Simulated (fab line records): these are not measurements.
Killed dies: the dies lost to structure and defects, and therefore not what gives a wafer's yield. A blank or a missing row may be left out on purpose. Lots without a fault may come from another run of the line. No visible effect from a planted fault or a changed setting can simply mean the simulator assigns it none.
A lot that was struck, set against a sound lot + flow rit cmos + 19 out of 202 route steps
Sound: these wafers, L855.1, L855.4, L855.5. Struck: wafers L869.2, L869.4, L869.5. The cause comes at the end.
For every step that has rows: the tool of each side, followed by ch and its chambers, followed by its first start. Under that, the readings that differ: sound wafers + struck wafers + difference of the means + sigmas: that difference in standard deviations of wafers without a fault.
alike: a reading whose means differ by less than 2 such deviations, as well as words and numbers matching on both sides. not compared: withheld readings; readings where some wafer has no value; bounds like >300 that might hide an equal value; numbers whose values overlap and for which the record gives no deviation.
The two part at a step that has a row with sigmas, a row that says differs or no value, or rows on one side only. Non-overlapping numbers with no deviation appear without sigmas and do not part them. Lack of a reading on every wafer of one side parts them only where that side has two or more wafers.

first, 4 steps without rows for these wafers: RIT_PSD_SOFTBAKE_02 (time 60 s); RIT_PSD_EXPOSE_03 (exposes mask M10, target cd 40900 nm); RIT_PSD_PEB_04; RIT_PSD_DEVELOP_05 (develop time 50 s).
RIT_PSD_OVL_MEAS_06:
  sound on overlay-02, day 3 07:41; struck on overlay-01, day 6 05:46
  alike: PSD_OVL
then, 2 steps without rows for these wafers: RIT_PSD_HARDBAKE_07 (time 60 s); RIT_PSD_IMPLANT_08.
RIT_PSD_STRIP_09: strips in O2, time 180 s.
  sound on plasma asher-02 ch 0,1, day 3 08:02; struck on plasma asher-02 ch 0,1, day 6 06:06
  alike: drypump motor current A
  not compared: rf hours counter h
RIT_PSD_TW_MEAS_10:
  sound on film metro-04, day 3 08:12; struck on film metro-01, day 6 06:17
  alike: PSD_TW
then, 3 steps without rows for these wafers: RIT_SDANNEAL_CLEAN_00 (cleans in SC1, time 600 s); RIT_SDANNEAL_CLEAN_01 (cleans in dHF, time 30 s); RIT_SDANNEAL_CLEAN_02 (cleans in SC2, time 600 s).
RIT_SDANNEAL_RTA_03: time 5 s.
  sound on rtp anneal-01 ch 0, day 3 08:38; struck on rtp anneal-01 ch 0, day 6 06:44
| reading          | sound                | struck            | difference | sigmas |
|------------------|----------------------|-------------------|------------|--------|
| wafer_temp_C_max | 1054.1 1053.8 1052.2 | 989.5 988.8 987.5 | -64.8      | -65    |
RIT_SDANNEAL_RS_MEAS_04: measures by four-point-probe.
  sound on film metro-03, day 3 08:42; struck on film metro-04, day 6 06:49
| reading         | sound             | struck            | difference | sigmas      |
|-----------------|-------------------|-------------------|------------|-------------|
| PSD_RS (ohm/sq) | 116.3 115.8 116.0 | 165.9 166.0 165.9 | +49.9      | +99 or more |
RIT_SDANNEAL_RS_MEAS_05: measures by four-point-probe.
  sound on film metro-03, day 3 08:49; struck on film metro-04, day 6 06:56
| reading         | sound             | struck            | difference | sigmas |
|-----------------|-------------------|-------------------|------------|--------|
| NSD_RS (ohm/sq) | 83.56 83.45 83.52 | 85.84 86.03 86.00 | +2.45      | +9     |
RIT_SDANNEAL_RS_MEAS_06: measures by four-point-probe.
  sound on film metro-03, day 3 08:56; struck on film metro-04, day 6 07:03
| reading          | sound             | struck            | difference | sigmas      |
|------------------|-------------------|-------------------|------------|-------------|
| PLDD_RS (ohm/sq) | 179.9 180.5 180.3 | 246.9 246.5 247.1 | +66.6      | +99 or more |
RIT_SDANNEAL_RS_MEAS_07: measures by four-point-probe.
  sound on film metro-03, day 3 09:04; struck on film metro-04, day 6 07:10
| reading          | sound             | struck            | difference | sigmas |
|------------------|-------------------|-------------------|------------|--------|
| NLDD_RS (ohm/sq) | 151.5 152.0 152.0 | 153.1 152.9 153.3 | +1.3       | +2     |
then, 1 step without rows for these wafers: RIT_SILICIDE_WET_ETCH_00 (etches SiO2 in BOE, target depth 14 nm, time 15 s).
RIT_M1_PROBE_99:
  sound on prober-01, day 3 16:13; struck on prober-01, day 6 15:00
| reading                             | sound             | struck            | difference | sigmas |
|-------------------------------------|-------------------|-------------------|------------|--------|
| model.etest.pmos turned.r on ohm um | 3519 3554 3571    | 4898 4888 5058    | +1400      |        |
| model.etest.pmos_0p3.r on ohm um    | 6557 6450 6474    | 7384 7413 7554    | +957       |        |
| model.etest.pmos_0p15.r on ohm um   | 2773 2776 2795    | 3495 3524 3598    | +758       |        |
| model.etest.nmos_0p3.r on ohm um    | 2234 2206 2202    | 2329 2326 2391    | +135       |        |
| model.etest.pldd.rs ohm sq          | 514.5 536.7 545.9 | 673.2 651.6 686.6 | +138.1     |        |
| model.etest.pmos turned.drive ua um | 180 181.6 176.8   | 114.3 115.6 108.8 | -66.6      |        |
| model.etest.nmos_0p15.r on ohm um   | 1129 1146 1150    | 1159 1180 1198    | +37        |        |
| model.etest.nmos_0p15.drive ua um   | 457.9 465.9 463.5 | 425 411.4 404.5   | -49        |        |
  alike: killed at front end, killed dies, killed open, killed short

== WHERE THEY PART ==
At RIT_SDANNEAL_RTA_03 first; at RIT_SDANNEAL_RS_MEAS_07 last (within this record only). Later steps at which nothing parts them and some readings are alike: RIT_M1_PROBE_99.

WHY: what the simulator had put in
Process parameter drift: rtp anneal-01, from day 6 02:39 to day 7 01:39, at RIT_SDANNEAL_RTA_03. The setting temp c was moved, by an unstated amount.
